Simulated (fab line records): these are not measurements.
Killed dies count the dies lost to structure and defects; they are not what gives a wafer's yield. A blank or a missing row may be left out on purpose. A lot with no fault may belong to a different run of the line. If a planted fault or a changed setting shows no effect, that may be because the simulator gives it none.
The tool behind it: which one? ; flow berkeley-cmos170 ; Sampling: 15 lots, 45 wafers, 4 of 331 route steps

== WHAT THE GAUGES READ, wafer by wafer ==
UCB170_SACOX_THK_MEAS_02. Usual: SACOX_OXIDE_THK gives 14.3 nm (standard deviation 0.35).
lot;measured;on;SACOX_OXIDE_THK (nm);flag
L941;day 5 23:25;film-metro-02;14.2 14.7 14.5;
L942;day 6 03:53;film-metro-02;14.4 14.7 14.4;
L944;day 6 14:57;film-metro-03;13.8 14.0 14.0;
L945;day 7 00:08;film-metro-03;13.7 13.6 13.9;
L947;day 7 12:10;film-metro-04;13.7 13.5 13.6;
L948;day 7 12:10;film-metro-03;13.6 14.0 13.9;
L949;day 7 16:31;film-metro-03;14.8 14.9 14.6;
L950;day 7 16:31;film-metro-04;14.8 14.9 14.9;
L952;day 8 14:16;film-metro-04;13.5 13.7 13.8;
L956;day 9 05:03;film-metro-03;14.7 14.4 14.3;
L958;day 9 20:28;film-metro-03;14.2 14.4 14.5;
L959;day 9 20:25;film-metro-02;14.9 14.8 14.5;
L961;day 10 09:23;film-metro-04;14.4 14.4 14.3;
L963;day 10 09:29;film-metro-02;14.1 14.4 13.9;
L964;day 11 08:41;film-metro-04;14.5 14.4 14.6;

UCB170_GATE_THK_MEAS_05. Usual: GATE_POLY_THK gives 214.8 nm (standard deviation 2.1).
lot;measured;on;GATE_POLY_THK (nm);flag
L941;day 7 05:32;film-metro-02;213.6 211.9 213.4;
L942;day 7 10:38;film-metro-04;215.7 216.6 214.4;
L944;day 7 21:11;film-metro-03;217.7 216.7 215.8;
L945;day 8 10:21;film-metro-04;213.1 213.6 213.1;
L947;day 8 18:40;film-metro-02;215.2 213.1 214.8;
L948;day 8 18:44;film-metro-02;215.7 217.4 214.9;
L949;day 9 01:35;film-metro-04;219.5 218.4 220.9;
L950;day 9 01:34;film-metro-03;214.7 214.8 213.7;
L952;day 9 17:13;film-metro-02;427.8 430.4 429.2;OFF
L956;day 10 04:10;film-metro-04;429.6 428.0 430.8;OFF
L958;day 11 03:55;film-metro-02;431.8 427.6 429.9;OFF
L959;day 11 01:58;film-metro-03;216.3 217.7 216.4;
L961;day 11 11:26;film-metro-02;216.0 215.4 216.8;
L963;day 11 11:31;film-metro-02;215.6 216.4 216.9;
L964;day 12 08:12;film-metro-02;211.0 210.8 212.4;

== WHICH TOOL RAN EACH LOT (tool, then ch and the chambers of the sampled wafers, then the start) ==
lot;UCB170_NWELL_ETCH_13;UCB170_GATE_CVD_04
L941;rie-diel-01 ch 0,1,3, day 2 14:38;lpcvd-01 ch 0, day 7 04:08
L942;rie-diel-02 ch 1,3, day 2 20:48;lpcvd-02 ch 1, day 7 09:14
L944;rie-diel-03 ch 2,3, day 3 03:09;lpcvd-01 ch 0, day 7 19:05
L945;rie-diel-02 ch 0,1, day 3 09:19;lpcvd-01 ch 1, day 8 08:56
L947;rie-diel-01 ch 1,2,3, day 3 21:10;lpcvd-01 ch 1, day 8 17:16
L948;rie-diel-03 ch 0,1,3, day 3 21:12;lpcvd-01 ch 0, day 8 17:16
L949;rie-diel-02 ch 0,3, day 4 06:54;lpcvd-02 ch 1, day 9 00:10
L950;rie-diel-03 ch 2,3, day 4 10:55;lpcvd-02 ch 1, day 9 00:10
L952;rie-diel-03 ch 2,3, day 4 18:26;lpcvd-02 ch 0, day 9 11:53 and lpcvd-01 ch 0, day 9 14:58
L956;rie-diel-03 ch 1,2,3, day 5 17:31;lpcvd-02 ch 1, day 10 01:12
L958;rie-diel-03 ch 0,2,3, day 6 06:28;lpcvd-01 ch 0, day 11 00:34 and lpcvd-02 ch 0, day 11 02:31
L959;rie-diel-01 ch 0,2,3, day 6 06:46;lpcvd-01 ch 0, day 11 00:34
L961;rie-diel-01 ch 0,2,3, day 6 18:16;lpcvd-01 ch 0, day 11 10:01
L963;rie-diel-01 ch 1,3, day 7 01:22;lpcvd-01 ch 0, day 11 10:01
L964;rie-diel-03 ch 1,2, day 7 14:56;lpcvd-01 ch 1, day 12 06:48
- UCB170_NWELL_ETCH_13: etches Si3N4 in CH3F/Ar/O2, stops on SiO2, target depth 246.4 nm, time 154 s.
- UCB170_GATE_CVD_04: deposits poly-Si from SiH4, time 1440 s, target thk 214 nm.

== WHAT THE TOOLS THEMSELVES READ (means of the sampled wafers that have a number; where no wafer has one, the mark that the record gives instead) ==
UCB170_NWELL_ETCH_13. Usual: chamber-pressure-mTorr 50.00 mTorr, standard deviation 0.037; drypump-motor-current-A 5.7 A, standard deviation 0.32; oes-product-au 0.947 a.u., standard deviation 0.016; throttle-valve-pct 8.02 %, standard deviation 0.096.
lot;tool;chamber-pressure-mTorr (mTorr);drypump-motor-current-A (A);oes-product-au (a.u.);throttle-valve-pct (%);flag
L941;rie-diel-01;50.04;5.7;0.951;8.03;
L942;rie-diel-02;49.98;5.9;0.930;7.96;
L944;rie-diel-03;50.04;5.5;0.931;8.10;
L945;rie-diel-02;50.02;6.3;0.931;8.04;
L947;rie-diel-01;50.02;5.6;0.948;8.05;
L948;rie-diel-03;50.01;5.6;0.957;8.04;
L949;rie-diel-02;50.00;6.2;0.965;7.91;
L950;rie-diel-03;50.01;5.4;0.937;8.12;
L952;rie-diel-03;49.99;5.4;0.939;8.12;
L956;rie-diel-03;49.99;5.5;0.940;8.12;
L958;rie-diel-03;50.01;5.6;0.937;8.03;
L959;rie-diel-01;49.98;5.7;0.960;7.99;
L961;rie-diel-01;50.01;5.7;0.959;7.99;
L963;rie-diel-01;50.01;5.5;0.947;8.10;
L964;rie-diel-03;50.01;5.6;0.926;8.09;

UCB170_GATE_CVD_04. Usual: spike-tc-centre-C 613.0 C, standard deviation 1.2; zone-power-source-pct 11.85 %, standard deviation 0.2.
lot;tool;spike-tc-centre-C (C);zone-power-source-pct (%);flag
L941;lpcvd-01;611.8;11.98;
L942;lpcvd-02;614.5;11.71;
L944;lpcvd-01;612.6;11.91;
L945;lpcvd-01;613.8;11.91;
L947;lpcvd-01;612.7;11.89;
L948;lpcvd-01;612.7;11.88;
L949;lpcvd-02;613.8;11.65;
L950;lpcvd-02;613.2;11.55;
L952;lpcvd-02/lpcvd-01;613.1;12.00;
L956;lpcvd-02;613.7;11.71;
L958;lpcvd-01/lpcvd-02;612.3;12.15;
L959;lpcvd-01;613.0;11.82;
L961;lpcvd-01;612.2;11.96;
L963;lpcvd-01;612.8;11.84;
L964;lpcvd-01;612.7;11.84;

== THE ANSWER, worked out from the rows above alone ==
Rule: a lot is off if the mean of its wafers that have a number lies more than 3 standard deviations from the usual mean. A lot without any number at a reading at which 4 lots or more have one is off too. Where the step has rows for the other lots, those lots are counted as sound. First the gauges in route order, then the tools' own readings, where a lot's mean is used as printed above. The first step at which some lot is off is used, and at that step the reading that is off furthest; a lot without a number counts as furthest.
Off: L952, L956, L958, seen at UCB170_GATE_THK_MEAS_05 (GATE_POLY_THK).
A tool fits if, at a process step before that reading, it ran every lot that is off, and no sound lot after the first of them. Those tools and the gauges at UCB170_GATE_THK_MEAS_05 are tried in the same way. One fits: lpcvd-02 at UCB170_GATE_CVD_04. Its last sound lot is L949 (day 9 00:10), its first lot that is off L952 (day 9 11:53): a fault that began between those two fits.

== WHAT HAD BEEN PUT IN BY THE SIMULATOR ==
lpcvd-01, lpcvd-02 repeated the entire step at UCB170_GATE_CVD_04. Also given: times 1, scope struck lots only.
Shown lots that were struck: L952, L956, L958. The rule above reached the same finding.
